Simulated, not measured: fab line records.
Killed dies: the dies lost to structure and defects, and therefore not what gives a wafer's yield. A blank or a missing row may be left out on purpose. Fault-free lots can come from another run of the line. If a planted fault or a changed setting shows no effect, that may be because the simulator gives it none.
fab line records ; flow rit_cmos
record lots=13; wafers=39; last_day=6
route steps=202 shown ACTIVE@15 M1@202
lots with no fault: from the same line, run without faults
start_h: hours from the record's first day to the start of the lot's first wafer shown ; wait_h: hours from the lot's prior step to this one ; " same as the row above ; L1.1+2: a single row standing in for several wafers ; - no value present, or no start provided ; * or withheld: withheld ; < > ~ a bound
route shown NAME@n: a module of which the file shows steps, and the number in the route of the first ; usual: mean/standard deviation taken from wafers without a fault ; same: alike in all rows ; chamber/n: place in a boat ; sites: the reading at each site ; _std_site: the standard deviation of these ; _edge_site: inner sites' mean taken away from outer sites' mean ; radius_mm: how far each site lies from the wafer's centre ; mask NAME#n: copy n ; behind: the last tool/chamber to shape the wafer ; hold: what put the lot on hold/how long, in hours/how the hold closed ; device: transistor that didn't switch, given as n, p or np ; end of line: the route-end tests of the same wafers ; a step without rows: its recipe alone ; killed: dies lost to structure and defects at the first sort, not the wafer's yield ; map: the dies of a wafer, with x for killed, . for not killed, _ for no die there
set.NAME: setting as actually run; set.NAME@STEP: the setting as run at that earlier step ; model.NAME: the simulator's own value behind a step, which no gauge read
one table for each step of the route and one row for each wafer, over a sample of lots
services: when a tool's chamber went out of use (start_h, in hours from the record's first day, below 0 if earlier), for how many hours, and the reason
## steps
# step RIT_ACTIVE_STRIP_14
# recipe chemistry=O2; time_s=180; resist=NOVOLAK; platen_temp_c=withheld; power_w=500; pressure_mtorr=4000; o2_flow_sccm=4000
# usual chamber_pressure_mTorr=4000/3.4; drypump_motor_current_A=5.91/0.26
lot.wafer;tool;chamber;start_h;wait_h;chamber_pressure_mTorr;drypump_motor_current_A;rf_hours_counter_h
L627.2;plasma_asher-01;0;15.75;0.1;4004;6.19;34
L627.3;plasma_asher-01;0;15.75;0.1;4002;6.20;-
L627.5;plasma_asher-01;1;15.75;0.1;4000;5.22;-
L628.3;plasma_asher-02;0;19.90;0.1;4003;6.00;-
L628.5;plasma_asher-02;1;19.90;0.1;3997;6.09;-
L628.6;plasma_asher-02;0;19.90;0.1;3997;5.98;-
L629.2;plasma_asher-03;1;25.39;0.1;3997;5.75;25
L629.5;plasma_asher-03;0;25.39;0.1;4003;6.12;-
L629.6;plasma_asher-03;1;25.39;0.1;3999;5.73;-
L630.1;plasma_asher-02;0;29.84;0.1;4006;5.97;40
L630.4;plasma_asher-02;0;29.84;0.1;4003;5.97;-
L630.6;plasma_asher-02;0;29.84;0.1;3997;5.99;-
L631.1;plasma_asher-02;0;34.97;0.1;4005;5.98;40
L631.4;plasma_asher-02;1;34.97;0.1;4000;6.02;-
L631.6;plasma_asher-02;1;34.97;0.1;4000;6.04;-
L632.2;plasma_asher-02;0;39.84;0.1;4003;5.97;41
L632.4;plasma_asher-02;0;39.84;0.1;4004;5.95;-
L632.6;plasma_asher-02;1;39.84;0.1;4003;5.99;-
L633.3;plasma_asher-01;0;44.90;0.1;3999;6.16;-
L633.4;plasma_asher-01;1;44.90;0.1;3998;5.23;-
L633.6;plasma_asher-01;0;44.90;0.1;3998;6.16;-
L634.2;plasma_asher-03;1;49.84;0.1;4003;5.73;28
L634.5;plasma_asher-03;1;49.84;0.1;4002;5.74;-
L634.6;plasma_asher-03;0;49.84;0.1;4007;6.12;-
L638.2;plasma_asher-03;1;69.97;0.1;3997;5.74;31
L638.3;plasma_asher-03;1;69.97;0.1;3998;5.76;-
L638.5;plasma_asher-03;0;69.97;0.1;5998;6.10;-
L639.2;plasma_asher-03;1;74.98;0.1;3998;5.75;31
L639.3;plasma_asher-03;1;74.98;0.1;4008;5.75;-
L639.4;plasma_asher-03;0;74.98;0.1;5995;6.12;-
L640.2;plasma_asher-02;0;79.97;0.1;3993;5.98;45
L640.3;plasma_asher-02;0;79.97;0.1;3999;5.99;-
L640.4;plasma_asher-02;1;79.97;0.1;3999;6.03;-
L641.2;plasma_asher-01;1;84.84;0.1;3999;5.24;41
L641.3;plasma_asher-01;0;84.84;0.1;3997;6.18;-
L641.4;plasma_asher-01;1;84.84;0.1;4000;5.26;-
L643.2;plasma_asher-01;0;95.76;0.1;4008;6.19;42
L643.3;plasma_asher-01;1;95.76;0.1;3996;5.24;-
L643.4;plasma_asher-01;0;95.76;0.1;3999;6.17;-
# step RIT_M1_PROBE_99
# usual killed_at_M0_to_M3=0.0/0.14; killed_at_contacts=0.1/0.29; killed_at_front_end=6.3/2.8; killed_dies=6.4/2.8; killed_open=3.3/1.7; killed_short=3.1/1.9
# same gross_dies=264; killed_at_M4_up=0; killed_at_back_side=0; killed_at_other=0
lot.wafer;tool;chamber;start_h;wait_h;killed_at_M0_to_M3;killed_at_contacts;killed_at_front_end;killed_dies;killed_open;killed_short
L638.2;prober-02;-;112.75;0.1;0;0;5;5;5;0
L638.3;prober-02;-;112.80;0.2;0;1;10;11;4;6
L638.5;prober-02;-;112.90;0.2;0;1;3;4;3;0
L639.2;prober-01;-;119.26;0.1;0;0;6;6;2;4
L639.3;prober-01;-;119.31;0.2;0;0;6;6;3;3
L639.4;prober-01;-;119.36;0.2;0;0;5;5;2;3
# killed by level:class
L638.2 REOX:geometric_particle:open=3 FOX2:geometric_particle:open=1 GATE:geometric_particle:open=1
L638.3 GATE:geometric_particle:open=2 GATE:geometric_particle:short=2 REOX:geometric_particle:short=2 FOX1:geometric_particle:open=1 FOX1:geometric_particle:short=1 FOX2:geometric_particle:open=1 SPACER:geometric_particle:short=1 CONTACT:coat_microbubble_printed=1
L638.5 REOX:geometric_particle:open=2 SPACER:geometric_particle:open=1 CONTACT:coat_microbubble_printed=1
L639.2 GATE:geometric_particle:short=2 REOX:geometric_particle:short=1 SPACER:geometric_particle:open=1 SILICIDE:geometric_particle:short=1 SILICIDE:geometric_particle:open=1
L639.3 GATE:geometric_particle:open=2 FOX1:geometric_particle:short=1 FOX1:geometric_particle:open=1 GATE:geometric_particle:short=1 SPACER:geometric_particle:short=1
L639.4 FOX1:geometric_particle:open=1 FOX2:geometric_particle:open=1 GATE:geometric_particle:short=1 REOX:geometric_particle:short=1 SILICIDE:geometric_particle:short=1
## services
tool;chamber;start_h;hours;kind
plasma_asher-03;-;71.77;2.8;pm
## key
first_sign step=RIT_ACTIVE_STRIP_14; reading=chamber_pressure_mTorr; direction=up; sigmas=99+; usual=4000; struck=5996
effect none on later readings
met_at RIT_ACTIVE_STRIP_14
struck_lots L638,L639
struck_wafers L638.5,L639.4
tester_left_out L638,L639
onset_between 49.84 69.97
fault kind=process_parameter_drift; tool=plasma_asher-03; chamber=0; onset_h=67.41; steps=RIT_ACTIVE_STRIP_14; channel=pressure_mtorr; offset=2000; shape=step; end_h=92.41; acts_in=these_recipes_only; stated=4000
# tester_left_out: of these lots the tester's yield and bins aren't shown, on N5 and GAA mostly nor the transistor test; their killed dies are dies lost to structure and defects alone, not to doping, threshold or leakage, so they don't give the yield
